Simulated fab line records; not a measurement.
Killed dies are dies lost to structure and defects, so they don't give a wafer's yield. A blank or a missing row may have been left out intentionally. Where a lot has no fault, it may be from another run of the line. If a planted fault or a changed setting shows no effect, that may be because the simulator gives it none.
Which tool is to blame? | flow berkeleyCmos170 | 14 lots, 42 wafers sampled, at 4 steps of a route of 331

## WHAT THE GAUGES SHOWED, per wafer
UCB170_START_BOW_MEAS_00. Usual: INCOMING_BOW gives -1 um (standard deviation 6.5).
lot  | measured    | on           | INCOMING_BOW (um) | flag
L548 | day 1 10:00 | filmMetro-03 | 7 -2 -5           | 
L549 | day 1 15:00 | filmMetro-02 | 2 2 4             | 
L550 | day 1 20:01 | filmMetro-01 | 9 -3 -12          | 
L551 | day 2 01:00 | filmMetro-01 | -2 -1 16          | 
L552 | day 2 06:00 | filmMetro-02 | 1 -10 -18         | 
L553 | day 2 11:01 | filmMetro-01 | -8 -3 -1          | 
L554 | day 2 16:02 | filmMetro-02 | -2 -3 9           | 
L560 | day 3 22:00 | filmMetro-02 | -11 -9 -7         | 
L561 | day 4 03:01 | filmMetro-03 | 3 11 -6           | 
L562 | day 4 08:02 | filmMetro-01 | -3 3 10           | 
L563 | day 4 13:01 | filmMetro-03 | -3 -1 4           | 
L565 | day 4 23:00 | filmMetro-03 | -13 -4 11         | 
L567 | day 5 09:02 | filmMetro-03 | 0 -9 -9           | 
L571 | day 6 05:02 | filmMetro-01 | -4 -5 10          | 

UCB170_WELLDRIVE_THK_MEAS_02. Usual: WELLDRIVE_OXIDE_THK gives 199 nm (standard deviation 3.1).
lot  | measured    | on           | WELLDRIVE_OXIDE_THK (nm) | flag
L548 | day 4 03:00 | filmMetro-04 | 201 205 204              | 
L549 | day 4 15:23 | filmMetro-01 | 199 199 199              | 
L550 | day 4 15:27 | filmMetro-04 | 196 200 200              | 
L551 | day 4 15:23 | filmMetro-04 | 196 196 200              | 
L552 | day 4 15:23 | filmMetro-02 | 198 198 197              | 
L553 | day 5 03:53 | filmMetro-04 | 198 197 195              | 
L554 | day 5 03:54 | filmMetro-01 | 198 199 199              | 
L560 | day 6 11:13 | filmMetro-02 | 199 198 199              | 
L561 | day 6 11:17 | filmMetro-04 | 201 200 201              | 
L562 | day 6 20:18 | filmMetro-04 | 193 192 192              | 
L563 | day 6 20:17 | filmMetro-02 | 199 197 200              | 
L565 | day 7 15:10 | filmMetro-04 | 202 208 203              | 
L567 | day 7 15:12 | filmMetro-01 | 200 201 199              | 
L571 | day 8 17:14 | filmMetro-02 | 197 195 197              | 

UCB170_GATE_THK_MEAS_05. Usual: GATE_POLY_THK gives 214.5 nm (standard deviation 1.8).
lot  | measured     | on           | GATE_POLY_THK (nm) | flag
L548 | day 6 22:19  | filmMetro-01 | 215.3 213.1 215.4  | 
L549 | day 7 19:50  | filmMetro-01 | 213.5 216.0 214.8  | 
L550 | day 7 19:52  | filmMetro-04 | 215.8 216.6 215.2  | 
L551 | day 7 19:53  | filmMetro-02 | 214.9 215.9 215.1  | 
L552 | day 7 19:50  | filmMetro-02 | 216.2 215.2 214.8  | 
L553 | day 7 23:29  | filmMetro-02 | 214.4 215.7 215.6  | 
L554 | day 7 23:30  | filmMetro-04 | 213.9 215.5 215.5  | 
L560 | day 9 08:44  | filmMetro-01 | 214.0 211.9 212.1  | 
L561 | day 9 08:41  | filmMetro-02 | 213.6 211.7 211.9  | 
L562 | day 9 20:54  | filmMetro-02 | 216.4 214.7 215.2  | 
L563 | day 9 20:53  | filmMetro-01 | 214.9 214.8 213.6  | 
L565 | day 10 08:47 | filmMetro-01 | 211.6 212.1 212.5  | 
L567 | day 10 08:52 | filmMetro-04 | 215.9 218.7 216.9  | 
L571 | day 11 13:22 | filmMetro-04 | 212.2 211.0 210.7  | 

## WHICH TOOL RAN EACH LOT (tool, then ch and the chambers of the sampled wafers, then the start)
lot  | UCB170_PFIELD_IMPLANT_07
L548 | implanter-02 ch 0, day 5 00:26
L549 | implanter-01 ch 0, day 5 19:46
L550 | implanter-03 ch 0, day 5 19:19
L551 | implanter-02 ch 0, day 5 19:01
L552 | implanter-01 ch 0, day 5 18:29
L553 | implanter-03 ch 0, day 6 04:00
L554 | implanter-01 ch 0, day 6 03:44
L560 | implanter-03 ch 0, day 7 09:56
L561 | implanter-03 ch 0, day 7 10:14
L562 | implanter-03 ch 0, day 7 16:25
L563 | implanter-02 ch 0, day 7 16:05
L565 | implanter-02 ch 0, day 8 12:31
L567 | implanter-01 ch 0, day 8 12:51
L571 | implanter-01 ch 0, day 9 17:35
- UCB170_PFIELD_IMPLANT_07

## WHAT THE TOOLS THEMSELVES READ (means of the sampled wafers that have a number; where no wafer has one, the mark that the record gives instead)
UCB170_PFIELD_IMPLANT_07. Usual: beamEnergyKeV 80.000, standard deviation 0.026; beamOnS 10.00 s, standard deviation 0.19.
lot  | tool         | beamEnergyKeV | beamOnS (s) | flag
L548 | implanter-02 | 80.013        | 9.98        | 
L549 | implanter-01 | 79.994        | 10.01       | 
L550 | implanter-03 | 80.007        | 10.09       | 
L551 | implanter-02 | 80.019        | 9.97        | 
L552 | implanter-01 | 80.008        | 9.98        | 
L553 | implanter-03 | 79.989        | 9.97        | 
L554 | implanter-01 | 79.977        | 10.18       | 
L560 | implanter-03 | 73.122        | 10.06       | OFF
L561 | implanter-03 | 73.086        | 10.19       | OFF
L562 | implanter-03 | 73.120        | 9.93        | OFF
L563 | implanter-02 | 80.011        | 9.92        | 
L565 | implanter-02 | 79.986        | 9.99        | 
L567 | implanter-01 | 80.020        | 9.95        | 
L571 | implanter-01 | 79.971        | 9.85        | 

## THE ANSWER, worked out from the rows above alone
Rule: lot off if the mean of its wafers having a number is beyond 3 standard deviations from the usual mean. A lot without any number at a reading at which 4 lots or more have one is off too. All remaining lots with rows at the step are treated as sound. After the gauges, taken in route order, come the tools' own readings; for these a lot's mean is taken, as printed above. The first step at which some lot is off is used, and at that step the reading that is off furthest; a lot without a number counts as furthest.
Off: L560, L561, L562, at UCB170_PFIELD_IMPLANT_07 (beamEnergyKeV).
A tool fits if, at that step or a process step before it, it ran every lot that is off, and no sound lot after the first of them. One candidate fits, namely implanter-03 at UCB170_PFIELD_IMPLANT_07. A fault onset in the window from L553 (day 6 04:00, its last sound lot) to L560 (day 7 09:56, its first lot off) fits.
On the lots that are off, the tool's own readings at UCB170_PFIELD_IMPLANT_07 differ by more than 5 times the standard deviation of the sound lots' means, which bears it out; beamEnergyKeV reads 73.109 there versus 80.000 on the sound lots.

## WHAT THE SIMULATOR HAD PUT IN
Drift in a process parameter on implanter-03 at UCB170_PFIELD_IMPLANT_07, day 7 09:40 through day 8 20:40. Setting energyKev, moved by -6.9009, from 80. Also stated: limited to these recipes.
Lots struck among those shown: L560, L561, L562. The same result came from the rule above.
